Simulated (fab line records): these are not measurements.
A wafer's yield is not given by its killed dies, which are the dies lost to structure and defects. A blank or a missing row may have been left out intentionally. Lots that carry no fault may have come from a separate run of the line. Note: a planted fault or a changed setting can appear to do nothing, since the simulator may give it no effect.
What tool caused it? || flow berkeley-cmos170 || 39 wafers from 13 lots sampled at 5 of the route's 331 steps

== WHAT THE GAUGES SHOWED, per wafer ==
UCB170_CONTACT_CD_MEAS_90 targets a cd of 700 nm.
{"lot": "L929", "measured": "day 6 22:41", "on": "cd-sem-02", "cd-nm (nm)": "700.3 700.6 699.1"}
{"lot": "L931", "measured": "day 7 08:48", "on": "cd-sem-01", "cd-nm (nm)": "699.1 698.5 699.1"}
{"lot": "L930", "measured": "day 7 09:18", "on": "cd-sem-01", "cd-nm (nm)": "698.8 699.7 701.3"}
{"lot": "L932", "measured": "day 7 17:13", "on": "cd-sem-02", "cd-nm (nm)": "698.2 696.4 699.7"}
{"lot": "L935", "measured": "day 8 08:34", "on": "cd-sem-01", "cd-nm (nm)": "698.8 700.0 699.4"}
{"lot": "L938", "measured": "day 8 18:40", "on": "cd-sem-01", "cd-nm (nm)": "698.8 697.3 699.8"}
{"lot": "L937", "measured": "day 8 18:48", "on": "cd-sem-02", "cd-nm (nm)": "700.0 700.6 700.1"}
{"lot": "L939", "measured": "day 9 10:05", "on": "cd-sem-02", "cd-nm (nm)": "701.4 701.8 699.9"}
{"lot": "L941", "measured": "day 9 09:16", "on": "cd-sem-01", "cd-nm (nm)": "701.1 700.4 699.8"}
{"lot": "L940", "measured": "day 9 11:33", "on": "cd-sem-01", "cd-nm (nm)": "700.0 699.7 699.9"}
{"lot": "L942", "measured": "day 9 12:05", "on": "cd-sem-01", "cd-nm (nm)": "701.2 701.9 701.8"}
{"lot": "L943", "measured": "day 9 20:20", "on": "cd-sem-01", "cd-nm (nm)": "700.1 699.9 700.1"}
{"lot": "L951", "measured": "day 11 23:05", "on": "cd-sem-02", "cd-nm (nm)": "704.8 700.2 703.3"}

== EACH LOT AND THE TOOL THAT RAN IT (in order: tool; ch and the chambers of the sampled wafers; start) ==
{"lot": "L929", "UCB170_SDANNEAL_RTA_01": "rtp-anneal-02 ch 0, day 6 17:14", "UCB170_SILICIDE_SPUTTER_01": "pvd-sputter-03, day 6 17:50", "UCB170_CONTACT_ETCH_18": "rie-diel-03 ch 1,3, day 6 22:00", "UCB170_CONTACT_STRIP_19": "plasma-asher-04 ch 0,1, day 6 22:34"}
{"lot": "L931", "UCB170_SDANNEAL_RTA_01": "rtp-anneal-01 ch 0, day 7 02:03", "UCB170_SILICIDE_SPUTTER_01": "pvd-sputter-03, day 7 02:38", "UCB170_CONTACT_ETCH_18": "rie-diel-02 ch 1,2,3, day 7 08:00", "UCB170_CONTACT_STRIP_19": "plasma-asher-02 ch 0,1, day 7 08:42"}
{"lot": "L930", "UCB170_SDANNEAL_RTA_01": "rtp-anneal-02 ch 0, day 7 02:26", "UCB170_SILICIDE_SPUTTER_01": "pvd-sputter-04, day 7 03:02", "UCB170_CONTACT_ETCH_18": "rie-diel-03 ch 0,1,3, day 7 09:00", "UCB170_CONTACT_STRIP_19": "plasma-asher-01 ch 0,1, day 7 09:12"}
{"lot": "L932", "UCB170_SDANNEAL_RTA_01": "rtp-anneal-02 ch 0, day 7 12:02", "UCB170_SILICIDE_SPUTTER_01": "pvd-sputter-02, day 7 12:37", "UCB170_CONTACT_ETCH_18": "rie-diel-01 ch 0,1,2, day 7 16:00", "UCB170_CONTACT_STRIP_19": "plasma-asher-04 ch 0,1, day 7 17:07"}
{"lot": "L935", "UCB170_SDANNEAL_RTA_01": "rtp-anneal-02 ch 0, day 8 02:01", "UCB170_SILICIDE_SPUTTER_01": "pvd-sputter-03, day 8 02:37", "UCB170_CONTACT_ETCH_18": "rie-diel-01 ch 2,3, day 8 08:00", "UCB170_CONTACT_STRIP_19": "plasma-asher-04 ch 0,1, day 8 08:28"}
{"lot": "L938", "UCB170_SDANNEAL_RTA_01": "rtp-anneal-01 ch 0, day 8 11:21", "UCB170_SILICIDE_SPUTTER_01": "pvd-sputter-02, day 8 11:58", "UCB170_CONTACT_ETCH_18": "rie-diel-01 ch 0,2,3, day 8 18:00", "UCB170_CONTACT_STRIP_19": "plasma-asher-04 ch 0,1, day 8 18:34"}
{"lot": "L937", "UCB170_SDANNEAL_RTA_01": "rtp-anneal-01 ch 0, day 8 11:49", "UCB170_SILICIDE_SPUTTER_01": "pvd-sputter-04, day 8 12:25", "UCB170_CONTACT_ETCH_18": "rie-diel-02 ch 0,1,2, day 8 18:00", "UCB170_CONTACT_STRIP_19": "plasma-asher-01 ch 0,1, day 8 18:41"}
{"lot": "L939", "UCB170_SDANNEAL_RTA_01": "rtp-anneal-02 ch 0, day 9 03:50", "UCB170_SILICIDE_SPUTTER_01": "pvd-sputter-02, day 9 04:26", "UCB170_CONTACT_ETCH_18": "rie-diel-01 ch 0,1,2, day 9 09:00", "UCB170_CONTACT_STRIP_19": "plasma-asher-02 ch 0,1, day 9 09:59"}
{"lot": "L941", "UCB170_SDANNEAL_RTA_01": "rtp-anneal-01 ch 0, day 9 04:10", "UCB170_SILICIDE_SPUTTER_01": "pvd-sputter-03, day 9 04:46", "UCB170_CONTACT_ETCH_18": "rie-diel-01 ch 1,2,3, day 9 09:00", "UCB170_CONTACT_STRIP_19": "plasma-asher-04 ch 0,1, day 9 09:10"}
{"lot": "L940", "UCB170_SDANNEAL_RTA_01": "rtp-anneal-02 ch 0, day 9 04:19", "UCB170_SILICIDE_SPUTTER_01": "pvd-sputter-04, day 9 04:55", "UCB170_CONTACT_ETCH_18": "rie-diel-03 ch 1,2, day 9 11:00", "UCB170_CONTACT_STRIP_19": "plasma-asher-04 ch 0,1, day 9 11:20"}
{"lot": "L942", "UCB170_SDANNEAL_RTA_01": "rtp-anneal-01 ch 0, day 9 04:42", "UCB170_SILICIDE_SPUTTER_01": "pvd-sputter-02, day 9 05:17", "UCB170_CONTACT_ETCH_18": "rie-diel-01 ch 0,2, day 9 11:00", "UCB170_CONTACT_STRIP_19": "plasma-asher-02 ch 0,1, day 9 11:58"}
{"lot": "L943", "UCB170_SDANNEAL_RTA_01": "rtp-anneal-01 ch 0, day 9 14:23", "UCB170_SILICIDE_SPUTTER_01": "pvd-sputter-04, day 9 15:00", "UCB170_CONTACT_ETCH_18": "rie-diel-01 ch 0,2,3, day 9 20:00", "UCB170_CONTACT_STRIP_19": "plasma-asher-01 ch 0,1, day 9 20:14"}
{"lot": "L951", "UCB170_SDANNEAL_RTA_01": "rtp-anneal-01 ch 0, day 11 16:41", "UCB170_SILICIDE_SPUTTER_01": "pvd-sputter-02, day 11 17:17", "UCB170_CONTACT_ETCH_18": "rie-diel-03 ch 2,3, day 11 22:00", "UCB170_CONTACT_STRIP_19": "plasma-asher-02 ch 0,1, day 11 22:58"}
- UCB170_SDANNEAL_RTA_01: time 5 s.
- UCB170_SILICIDE_SPUTTER_01: material Ti, target thk 30 nm, time 25 s.
- UCB170_CONTACT_ETCH_18: etches PSG in CHF3/CF4/Ar, stops on TiSi2, target depth 840 nm, time 195 s.
- UCB170_CONTACT_STRIP_19: strips in O2.

== WHAT THE TOOLS THEMSELVES READ (means of the sampled wafers that have a number; where no wafer has one, the mark that the record gives instead) ==
UCB170_SDANNEAL_RTA_01.
{"lot": "L929", "tool": "rtp-anneal-02", "lamp-power-pct (%)": 37.0, "wafer_temp_C_max": 1055.9}
{"lot": "L931", "tool": "rtp-anneal-01", "lamp-power-pct (%)": 34.7, "wafer_temp_C_max": 1055.9}
{"lot": "L930", "tool": "rtp-anneal-02", "lamp-power-pct (%)": 37.0, "wafer_temp_C_max": 1055.7}
{"lot": "L932", "tool": "rtp-anneal-02", "lamp-power-pct (%)": 37.1, "wafer_temp_C_max": 1055.3}
{"lot": "L935", "tool": "rtp-anneal-02", "lamp-power-pct (%)": 37.1, "wafer_temp_C_max": 1056.3}
{"lot": "L938", "tool": "rtp-anneal-01", "lamp-power-pct (%)": 34.7, "wafer_temp_C_max": 1055.6}
{"lot": "L937", "tool": "rtp-anneal-01", "lamp-power-pct (%)": 34.6, "wafer_temp_C_max": 1057.8}
{"lot": "L939", "tool": "rtp-anneal-02", "lamp-power-pct (%)": 37.0, "wafer_temp_C_max": 1057.7}
{"lot": "L941", "tool": "rtp-anneal-01", "lamp-power-pct (%)": 34.7, "wafer_temp_C_max": 1056.0}
{"lot": "L940", "tool": "rtp-anneal-02", "lamp-power-pct (%)": 37.0, "wafer_temp_C_max": 1055.9}
{"lot": "L942", "tool": "rtp-anneal-01", "lamp-power-pct (%)": 34.6, "wafer_temp_C_max": 1056.9}
{"lot": "L943", "tool": "rtp-anneal-01", "lamp-power-pct (%)": 34.6, "wafer_temp_C_max": 1056.3}
{"lot": "L951", "tool": "rtp-anneal-01", "lamp-power-pct (%)": 34.7, "wafer_temp_C_max": 1055.9}

UCB170_SILICIDE_SPUTTER_01.
{"lot": "L929", "tool": "pvd-sputter-03", "throttle-valve-pct (%)": 29.2}
{"lot": "L931", "tool": "pvd-sputter-03", "throttle-valve-pct (%)": 29.9}
{"lot": "L930", "tool": "pvd-sputter-04", "throttle-valve-pct (%)": 28.5}
{"lot": "L932", "tool": "pvd-sputter-02", "throttle-valve-pct (%)": 29.9}
{"lot": "L935", "tool": "pvd-sputter-03", "throttle-valve-pct (%)": 29.3}
{"lot": "L938", "tool": "pvd-sputter-02", "throttle-valve-pct (%)": 31.2}
{"lot": "L937", "tool": "pvd-sputter-04", "throttle-valve-pct (%)": 29.4}
{"lot": "L939", "tool": "pvd-sputter-02", "throttle-valve-pct (%)": 30.5}
{"lot": "L941", "tool": "pvd-sputter-03", "throttle-valve-pct (%)": 29.2}
{"lot": "L940", "tool": "pvd-sputter-04", "throttle-valve-pct (%)": 27.8}
{"lot": "L942", "tool": "pvd-sputter-02", "throttle-valve-pct (%)": 30.6}
{"lot": "L943", "tool": "pvd-sputter-04", "throttle-valve-pct (%)": 28.0}
{"lot": "L951", "tool": "pvd-sputter-02", "throttle-valve-pct (%)": 31.6}

UCB170_CONTACT_ETCH_18.
{"lot": "L929", "tool": "rie-diel-03", "drypump-motor-current-A (A)": 6.3, "oes-product-au (a.u.)": 0.894, "run-length-s (s)": 223.4, "throttle-valve-pct (%)": 6.78}
{"lot": "L931", "tool": "rie-diel-02", "drypump-motor-current-A (A)": 5.6, "oes-product-au (a.u.)": 0.891, "run-length-s (s)": 223.5, "throttle-valve-pct (%)": 6.91}
{"lot": "L930", "tool": "rie-diel-03", "drypump-motor-current-A (A)": 5.9, "oes-product-au (a.u.)": 0.894, "run-length-s (s)": 223.3, "throttle-valve-pct (%)": 6.78}
{"lot": "L932", "tool": "rie-diel-01", "drypump-motor-current-A (A)": 5.3, "oes-product-au (a.u.)": 0.889, "run-length-s (s)": 223.4, "throttle-valve-pct (%)": 6.96}
{"lot": "L935", "tool": "rie-diel-01", "drypump-motor-current-A (A)": 5.2, "oes-product-au (a.u.)": 0.900, "run-length-s (s)": 223.1, "throttle-valve-pct (%)": 6.86}
{"lot": "L938", "tool": "rie-diel-01", "drypump-motor-current-A (A)": 5.5, "oes-product-au (a.u.)": 0.909, "run-length-s (s)": 223.1, "throttle-valve-pct (%)": 6.86}
{"lot": "L937", "tool": "rie-diel-02", "drypump-motor-current-A (A)": 5.7, "oes-product-au (a.u.)": 0.893, "run-length-s (s)": 223.4, "throttle-valve-pct (%)": 6.92}
{"lot": "L939", "tool": "rie-diel-01", "drypump-motor-current-A (A)": 5.3, "oes-product-au (a.u.)": 0.897, "run-length-s (s)": 223.5, "throttle-valve-pct (%)": 6.95}
{"lot": "L941", "tool": "rie-diel-01", "drypump-motor-current-A (A)": 5.3, "oes-product-au (a.u.)": 0.905, "run-length-s (s)": 223.3, "throttle-valve-pct (%)": 6.86}
{"lot": "L940", "tool": "rie-diel-03", "drypump-motor-current-A (A)": 6.3, "oes-product-au (a.u.)": 0.878, "run-length-s (s)": 222.9, "throttle-valve-pct (%)": 6.74}
{"lot": "L942", "tool": "rie-diel-01", "drypump-motor-current-A (A)": 5.5, "oes-product-au (a.u.)": 0.887, "run-length-s (s)": 223.0, "throttle-valve-pct (%)": 6.95}
{"lot": "L943", "tool": "rie-diel-01", "drypump-motor-current-A (A)": 5.5, "oes-product-au (a.u.)": 0.912, "run-length-s (s)": 223.1, "throttle-valve-pct (%)": 6.87}
{"lot": "L951", "tool": "rie-diel-03", "drypump-motor-current-A (A)": 6.2, "oes-product-au (a.u.)": 0.741, "run-length-s (s)": 327.4, "throttle-valve-pct (%)": 6.80}

UCB170_CONTACT_STRIP_19.
{"lot": "L929", "tool": "plasma-asher-04", "drypump-motor-current-A (A)": 6.1, "oes-product-au (a.u.)": 0.719}
{"lot": "L931", "tool": "plasma-asher-02", "drypump-motor-current-A (A)": 5.3, "oes-product-au (a.u.)": 0.714}
{"lot": "L930", "tool": "plasma-asher-01", "drypump-motor-current-A (A)": 5.5, "oes-product-au (a.u.)": 0.717}
{"lot": "L932", "tool": "plasma-asher-04", "drypump-motor-current-A (A)": 6.1, "oes-product-au (a.u.)": 0.719}
{"lot": "L935", "tool": "plasma-asher-04", "drypump-motor-current-A (A)": 6.2, "oes-product-au (a.u.)": 0.714}
{"lot": "L938", "tool": "plasma-asher-04", "drypump-motor-current-A (A)": 6.1, "oes-product-au (a.u.)": 0.720}
{"lot": "L937", "tool": "plasma-asher-01", "drypump-motor-current-A (A)": 5.2, "oes-product-au (a.u.)": 0.715}
{"lot": "L939", "tool": "plasma-asher-02", "drypump-motor-current-A (A)": 5.3, "oes-product-au (a.u.)": 0.718}
{"lot": "L941", "tool": "plasma-asher-04", "drypump-motor-current-A (A)": 6.2, "oes-product-au (a.u.)": 0.717}
{"lot": "L940", "tool": "plasma-asher-04", "drypump-motor-current-A (A)": 6.2, "oes-product-au (a.u.)": 0.719}
{"lot": "L942", "tool": "plasma-asher-02", "drypump-motor-current-A (A)": 5.3, "oes-product-au (a.u.)": 0.716}
{"lot": "L943", "tool": "plasma-asher-01", "drypump-motor-current-A (A)": 5.5, "oes-product-au (a.u.)": 0.717}
{"lot": "L951", "tool": "plasma-asher-02", "drypump-motor-current-A (A)": 5.3, "oes-product-au (a.u.)": 0.713}

== THE ANSWER, worked out from the rows above alone ==
Rule: usual is defined by the lots themselves. Put in order of their means at a reading, lots are off if they are a third of the lots or fewer, leave a main group of 4 or more, and stand apart from it by a gap of 3 or more times the standard deviation of the main group's means; of several such gaps the widest counts. If all means in a main group match to the digits the tables above print for the reading, that group is not used. A lot without any number at a reading at which 4 lots or more have one is off too. Any other lot the step has rows for is counted as sound. First the gauges in route order, then the tools' own readings, where a lot's mean is used as printed above. At the first step where some lot is off, the reading lying furthest off is the one used; lots without a number count as furthest.
Off: L951, at UCB170_CONTACT_ETCH_18 (run-length-s). Main group: mean 223.2 s, sd 0.19.
A tool fits if, at that step or a process step before it, it ran every lot that is off, and no sound lot after the first of them. Can't be told from this: 3 tools fit, rtp-anneal-01 at UCB170_SDANNEAL_RTA_01, pvd-sputter-02 at UCB170_SILICIDE_SPUTTER_01, rie-diel-03 at UCB170_CONTACT_ETCH_18.

== WHAT THE SIMULATOR HAD PUT IN ==
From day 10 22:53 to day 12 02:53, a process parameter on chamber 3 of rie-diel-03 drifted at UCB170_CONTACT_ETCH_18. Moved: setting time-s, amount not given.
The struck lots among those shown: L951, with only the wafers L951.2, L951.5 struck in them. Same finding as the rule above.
